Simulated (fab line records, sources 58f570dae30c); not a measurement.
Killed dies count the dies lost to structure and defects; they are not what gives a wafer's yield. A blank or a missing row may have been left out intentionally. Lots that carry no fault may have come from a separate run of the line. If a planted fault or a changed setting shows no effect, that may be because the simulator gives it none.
One fault through the eyes of 2 desks ; flow berkeley_cmos170 ; numbers are kept per desk, each desk with only its own; the story behind them comes last

DESK OF THE TOOL OWNER: pecvd-03
The tool's own readings at UCB170_SPACER_CVD_00 (deposits SiO2 from TEOS/O2, target thk 376 nm, time 47 s): means of the sampled wafers that have a number, for each lot that ran on this tool. A lot is out of limits, marked OUT, if its mean lies more than 4 standard deviations from the usual mean; the brackets give that distance.
Columns: A = heater_power_w at UCB170_SPACER_CVD_00, usual 291 W
lot;first seen here;A
L130;day 6 14:39;350
L132;day 6 20:46;382
L133;day 7 09:41;329
L138;day 7 17:04;373
L140;day 8 05:40;305
L141;day 9 04:26;305
L144;day 9 22:40;314
L147;day 10 13:10;387
This desk found nothing out of limits on any of the 8 lots.

AT THE METROLOGY DESK
Means of the sampled wafers that have a number, per lot and without regard to the tool the lot ran on: this is what the gauges read. A lot is out of limits, marked OUT, if its mean lies more than 4 standard deviations from the usual mean; the brackets give that distance.
Columns: A = FIELD_OXIDE_LEFT_2_THK at UCB170_FIELD_THK_MEAS_91, usual 353 nm; B = SPACER_TEOS_THK at UCB170_SPACER_THK_MEAS_01, usual 374 nm; C = PSD_TW at UCB170_PSD_TW_MEAS_10, usual 2342; D = cd_nm at UCB170_NSD_CD_MEAS_06, usual 1200.0 nm
lot;first seen here;A;B;C;D
L130;day 5 19:31;350;372;2349;1199.0
L132;day 6 06:45;367;374;2359;1200.0
L134;day 6 13:22;341;368;2345;1201.6
L133;day 6 13:29;349;373;2342;1200.8
L137;day 7 01:50;362;374;2375;1198.8
L138;day 7 02:32;371;373;2334;1200.4
L140;day 7 11:35;367;375;2324;1200.3
L141;day 8 04:04;355;310 (-14) OUT;2353;1199.0
L142;day 8 04:21;355;381;2353;1201.2
L143;day 8 07:46;350;374;2337;1201.3
L144;day 9 02:46;376;313 (-13) OUT;2338;1197.8
L147;day 9 18:22;341;305 (-15) OUT;2332;1196.5
L149;day 10 10:17;364;372;2354;1200.4
L150;day 10 10:35;327;377;2326;1198.8
L152;day 11 01:11;350;371;2334;1200.6
This desk reports L141, L144, L147 out of limits; the earliest was L141 at day 9 04:29 (SPACER_TEOS_THK at UCB170_SPACER_THK_MEAS_01). In limits: L130, L132, L134, L133, L137, L138, L140, L142, L143, L149, L150, L152.

BROUGHT TOGETHER
An alarm was possible from the metrology desk at day 9 04:29, on L141, L144, L147.
The desk of the tool owner found nothing out of limits.
Tool owner's desk: L141, L144, L147 on record, inside its limits.
The lots listed all ran UCB170_SPACER_CVD_00 on pecvd-03.

WHAT THE SIMULATOR PUT IN
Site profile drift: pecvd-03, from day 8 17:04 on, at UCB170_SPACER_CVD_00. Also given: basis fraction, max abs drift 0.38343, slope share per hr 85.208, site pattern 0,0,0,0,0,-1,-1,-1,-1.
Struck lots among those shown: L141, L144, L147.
Hours from the fault's start to each desk's first reading out of limits: the metrology desk, 11.
